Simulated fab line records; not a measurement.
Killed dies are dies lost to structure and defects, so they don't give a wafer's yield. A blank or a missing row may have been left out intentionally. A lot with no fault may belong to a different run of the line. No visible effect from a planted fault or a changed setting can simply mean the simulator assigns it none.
2 desks, one fault	flow berkeley cmos170	numbers are kept per desk, each desk with only its own; the story behind them comes last

== THE TOOL OWNER'S DESK: rie metal-04 ==
The tool's own readings at UCB170_M1_METAL_ETCH_12 (etches Al in Cl2/BCl3, stops on PSG, target depth 780 nm, time 130 s): means of the sampled wafers that have a number, for each lot that ran on this tool. The brackets show how far a lot's mean lies from the usual mean; more than 4 standard deviations puts the lot out of limits, marked OUT.
Columns: A = drypump motor current A at UCB170_M1_METAL_ETCH_12, usual 5.55 A; B = oes product au at UCB170_M1_METAL_ETCH_12, usual 0.852 a.u.; C = throttle valve pct at UCB170_M1_METAL_ETCH_12, usual 24.38 %
lot	first seen here	A	B	C
L915	day 7 23:35	5.40	0.843	24.23
L917	day 8 17:46	5.60	0.847	24.27
L920	day 9 08:41	5.42	0.847	24.23
L924	day 10 05:39	5.40	0.848	24.23
L928	day 10 17:29	5.42	0.843	24.23
L927	day 10 17:37	5.61	0.848	24.27
L930	day 11 16:05	5.60	0.851	24.27
L931	day 12 09:46	5.62	0.839	24.27
L934	day 12 11:46	5.40	0.854	24.22
Finding of this desk: none of the 9 lots has anything out of limits.

== THE METROLOGY DESK ==
What the gauges read for every lot (on any tool): the sampled wafers with a number, averaged. The brackets show how far a lot's mean lies from the usual mean; more than 4 standard deviations puts the lot out of limits, marked OUT.
Columns: A = cd nm at UCB170_M1_CD_MEAS_09, usual 700.0 nm; B = cd nm at UCB170_M1_CD_MEAS_90, usual 698 nm; C = M2_AL_THK at UCB170_M2_THK_MEAS_03, usual 878 nm
lot	first seen here	A	B	C
L915	day 7 23:23	699.2	696	896
L917	day 8 17:34	700.8	702	862
L916	day 9 06:40	700.7	700	884
L920	day 9 08:29	699.9	699	869
L921	day 9 10:17	699.0	697	896
L924	day 10 05:27	701.5	700	881
L925	day 10 05:54	698.1	694	875
L928	day 10 17:17	700.9	697	860
L926	day 10 17:23	698.9	693	880
L927	day 10 17:26	701.7	702	866
L930	day 11 15:54	698.9	675 (-5.7) OUT	881
L931	day 12 09:33	700.7	678 (-5.0) OUT	853
L933	day 12 11:07	700.2	700	884
L934	day 12 11:34	701.9	678 (-5.0) OUT	878
L938	day 14 11:20	701.4	697	868
This desk's finding: out of limits on L930, L931, L934; first on L930, day 11 16:20 (cd nm at UCB170_M1_CD_MEAS_90). L915, L917, L916, L920, L921, L924, L925, L928, L926, L927, L933, L938: within limits.

== BROUGHT TOGETHER ==
The metrology desk could have raised an alarm at day 11 16:20, on L930, L931, L934.
The tool owner's desk saw nothing out of limits.
The tool owner's desk has L930, L931, L934 on record, within its limits.
The lots listed all ran UCB170_M1_METAL_ETCH_12 on rie metal-04.

== WHAT THE SIMULATOR PUT IN ==
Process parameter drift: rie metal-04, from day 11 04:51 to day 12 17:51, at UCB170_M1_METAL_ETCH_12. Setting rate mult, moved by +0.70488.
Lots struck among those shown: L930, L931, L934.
Per desk, hours elapsed from the start of the fault to the first reading out of limits: for the metrology desk, 11.
